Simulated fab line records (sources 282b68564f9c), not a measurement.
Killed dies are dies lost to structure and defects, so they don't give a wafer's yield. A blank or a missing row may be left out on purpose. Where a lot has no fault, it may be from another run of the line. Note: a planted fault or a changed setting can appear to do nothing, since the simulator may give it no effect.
What tool caused it? / flow ritCmos / 14 lots, 42 wafers sampled, at 1 step of a route of 202

## WHAT THE GAUGES READ, wafer by wafer
The record lacks any reading of a measuring or inspecting step that a usual standard deviation could be used to judge.

## TOOL THAT RAN EACH LOT (tool first, then ch and the chambers of the sampled wafers, then the start)
lot=L596; RIT_GATE_SOFTBAKE_12=lithoTrack-02 ch 0, day 2 14:51
lot=L597; RIT_GATE_SOFTBAKE_12=lithoTrack-02 ch 0, day 2 17:34
lot=L598; RIT_GATE_SOFTBAKE_12=lithoTrack-02 ch 0, day 3 00:16
lot=L599; RIT_GATE_SOFTBAKE_12=lithoTrack-01 ch 0, day 3 07:07
lot=L600; RIT_GATE_SOFTBAKE_12=lithoTrack-01 ch 0, day 3 10:16
lot=L603; RIT_GATE_SOFTBAKE_12=lithoTrack-03 ch 0, day 4 00:23
lot=L607; RIT_GATE_SOFTBAKE_12=lithoTrack-01 ch 0, day 4 20:52
lot=L609; RIT_GATE_SOFTBAKE_12=lithoTrack-01 ch 0, day 5 06:24
lot=L610; RIT_GATE_SOFTBAKE_12=lithoTrack-03 ch 0, day 5 09:52
lot=L611; RIT_GATE_SOFTBAKE_12=lithoTrack-02 ch 0, day 5 23:31
lot=L612; RIT_GATE_SOFTBAKE_12=lithoTrack-02 ch 0, day 6 02:49
lot=L616; RIT_GATE_SOFTBAKE_12=lithoTrack-02 ch 0, day 6 20:44
lot=L618; RIT_GATE_SOFTBAKE_12=lithoTrack-02 ch 0, day 7 08:06
lot=L619; RIT_GATE_SOFTBAKE_12=lithoTrack-03 ch 0, day 7 11:34
- RIT_GATE_SOFTBAKE_12: time 60 s.

## AS READ BY THE TOOLS THEMSELVES (means over the sampled wafers that have a number; for cases with no such wafer, the mark the record gives instead)
RIT_GATE_SOFTBAKE_12.
lot=L596; tool=lithoTrack-02; heaterPowerTotalW (W)=34.62; plateTempC (C)=89.99
lot=L597; tool=lithoTrack-02; heaterPowerTotalW (W)=34.50; plateTempC (C)=89.81
lot=L598; tool=lithoTrack-02; heaterPowerTotalW (W)=34.55; plateTempC (C)=90.06
lot=L599; tool=lithoTrack-01; heaterPowerTotalW (W)=34.52; plateTempC (C)=89.89
lot=L600; tool=lithoTrack-01; heaterPowerTotalW (W)=34.56; plateTempC (C)=90.03
lot=L603; tool=lithoTrack-03; heaterPowerTotalW (W)=34.57; plateTempC (C)=90.08
lot=L607; tool=lithoTrack-01; heaterPowerTotalW (W)=35.07; plateTempC (C)=90.85
lot=L609; tool=lithoTrack-01; heaterPowerTotalW (W)=35.07; plateTempC (C)=90.83
lot=L610; tool=lithoTrack-03; heaterPowerTotalW (W)=34.50; plateTempC (C)=90.02
lot=L611; tool=lithoTrack-02; heaterPowerTotalW (W)=34.58; plateTempC (C)=89.90
lot=L612; tool=lithoTrack-02; heaterPowerTotalW (W)=34.50; plateTempC (C)=90.13
lot=L616; tool=lithoTrack-02; heaterPowerTotalW (W)=34.57; plateTempC (C)=90.13
lot=L618; tool=lithoTrack-02; heaterPowerTotalW (W)=34.60; plateTempC (C)=89.95
lot=L619; tool=lithoTrack-03; heaterPowerTotalW (W)=34.56; plateTempC (C)=89.95

## THE ANSWER, worked out from the rows above alone
Rule: usual is defined by the lots themselves. The widest of any qualifying gaps counts: lots, ordered by their means at a reading, are off when they make up no more than a third of the lots, leave a main group of 4 or more, and stand apart from it by 3 or more times the standard deviation of that group's means. The tables above print the reading to a certain number of digits; a main group whose means all agree to those digits is not used. A lot without any number at a reading at which 4 lots or more have one is off too. Where the step has rows for the other lots, those lots are counted as sound. The gauges are gone through in route order, then the tools' own readings, and for those a lot's mean is taken as printed above. The first step at which some lot is off is used, and at that step the reading that is off furthest; a lot without a number counts as furthest.
Off, at RIT_GATE_SOFTBAKE_12 on heaterPowerTotalW: L607, L609. Mean 34.55 W and standard deviation 0.038 in the main group.
A tool fits if, at that step or a process step before it, it ran every lot that is off, and no sound lot after the first of them. One candidate fits, namely lithoTrack-01 at RIT_GATE_SOFTBAKE_12. Its last sound lot is L600 (day 3 10:16), its first lot that is off L607 (day 4 20:52): a fault that began between those two fits.
The tool's own readings at RIT_GATE_SOFTBAKE_12 bear it out: on the lots that are off they differ by more than 5 times the standard deviation of the sound lots' means. heaterPowerTotalW reads 35.07 W there against 34.55 W on the sound lots; plateTempC reads 90.84 C there against 90.00 C on the sound lots.

## WHAT THE SIMULATOR HAD INSERTED
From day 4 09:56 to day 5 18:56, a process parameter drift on lithoTrack-01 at RIT_GATE_SOFTBAKE_12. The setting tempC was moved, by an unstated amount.
Struck lots among those shown: L607, L609. The rule given above showed the same thing.
